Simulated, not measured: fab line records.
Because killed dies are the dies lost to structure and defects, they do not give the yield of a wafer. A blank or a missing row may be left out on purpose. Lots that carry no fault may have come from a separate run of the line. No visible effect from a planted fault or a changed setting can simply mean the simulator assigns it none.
Comparing a struck lot with a sound one -- flow rit_cmos -- 18 steps out of a route of 202
Sound: the wafers L949.2, L949.3, L949.5. Struck: wafer L962.5 (L962.1, L962.6, from the same lot, were not struck and are left out); the cause is given at the end.
At each step with rows: each side's tool, then ch and its chambers, then its first start. Under that, the readings that differ: sound wafers -- struck wafers -- difference of the means -- sigmas: that difference in standard deviations of wafers without a fault.
alike: same words and numbers on both sides, and readings whose means sit less than 2 such deviations apart. not compared: any withheld reading, any reading some wafer has no value for, any bound like >300 that may hide the same value, and any number with overlapping values for which the record gives no deviation.
A row with sigmas, a row that says differs or no value, or rows on one side alone: a step with any of these is where the two part. Numbers that have no deviation but don't overlap get no sigmas and don't part them. A reading missing from all wafers of one side parts the sides only when that side holds two or more wafers.

RIT_M1_SPUTTER_00: material Al, target thk 400 nm, time 500 s.
  sound on pvd_sputter-04, day 3 15:26; struck on pvd_sputter-03, day 6 06:52
  alike: cathode_dc_power_W, substrate_temp_c, throttle_valve_pct
RIT_M1_RS_MEAS_01: measures by four-point-probe.
  sound on film_metro-02, day 3 15:45; struck on film_metro-04, day 6 07:10
  alike: M1_AL_RS
RIT_M1_THK_MEAS_02: measures by xrf.
  sound on film_metro-02, day 3 15:52; struck on film_metro-04, day 6 07:17
  alike: M1_AL_THK
then, 6 steps without rows for these wafers: RIT_M1_HMDS_03 (prime time 60 s); RIT_M1_COAT_04 (resist thk 1300 nm); RIT_M1_SOFTBAKE_05 (time 60 s); RIT_M1_EXPOSE_06 (exposes mask M12, target cd 2600 nm); RIT_M1_PEB_07; RIT_M1_DEVELOP_08 (develop time 68 s).
RIT_M1_CD_MEAS_09: target cd 2600 nm.
  sound on cd_sem-01, day 3 17:03; struck on cd_sem-01, day 6 08:20
  alike: cd_nm
RIT_M1_OVL_MEAS_10:
  sound on overlay-01, day 3 17:09; struck on overlay-02, day 6 08:28
reading,sound,struck,difference,sigmas
M1_OVL (nm),-3.2 -2.5 -2.6,1.1,+3.9,+3
then, 1 step without rows for these wafers: RIT_M1_HARDBAKE_11 (time 120 s).
RIT_M1_METAL_ETCH_12: etches Al in Cl2/BCl3, stops on SiO2, time 165 s, target depth 600 nm.
  sound on rie_metal-01 ch 0,1, day 3 17:26; struck on rie_metal-04 ch 0, day 6 08:45
reading,sound,struck,difference,sigmas
drypump_motor_current_A (A),6.7 6.3 6.7,5.3,-1.3,-2
rf_fwd_power_W (W),248.2 247.8 249.7,278.9,+30.3,+42
throttle_valve_pct (%),8.28 8.32 8.28,8.43,+0.14,+2
model.NOVOLAK_of_M1_COAT_04.thk_nm (nm),811.7 809.4 806.8,769.3,-40.0,
  alike: oes_product_au
  not compared: rf_hours_counter_h
then, 1 step without rows for these wafers: RIT_M1_STRIP_13 (strips in nmp, time 600 s).
RIT_M1_STRIP_14: strips in O2, time 180 s.
  sound on plasma_asher-04 ch 0,1, day 3 17:46; struck on plasma_asher-03 ch 0, day 6 09:05
  alike: drypump_motor_current_A
  not compared: rf_hours_counter_h
RIT_M1_CD_MEAS_90: target cd 2600 nm.
  sound on cd_sem-01, day 3 17:58; struck on cd_sem-01, day 6 09:16
reading,sound,struck,difference,sigmas
cd_nm (nm),2604.9 2605.6 2606.4,2593.8,-11.8,-5
then, 1 step without rows for these wafers: RIT_M1_ANNEAL_15 (time 1800 s).
RIT_M1_PROBE_99:
  sound on prober-02, day 3 19:44; struck on prober-02, day 6 11:33
reading,sound,struck,difference,sigmas
killed_at_contacts,0 0 0,1,+1,+4
model.etest.antenna_m1.vt_shift_v (V),-0.01525 -0.01361 -0.01226,-0.01701,-0.00330,
  alike: defect_limited_yield, killed_at_front_end, killed_dies, killed_open, killed_short, sort_bin_3_pad_short, sort_bin_5_function, sort_bin_6_memory, sort_n_pass, sort_yield_pct

== WHERE THEY PART ==
Last at RIT_M1_PROBE_99 as far as this record goes, first at RIT_M1_OVL_MEAS_10.

WHY: the cause the simulator had injected
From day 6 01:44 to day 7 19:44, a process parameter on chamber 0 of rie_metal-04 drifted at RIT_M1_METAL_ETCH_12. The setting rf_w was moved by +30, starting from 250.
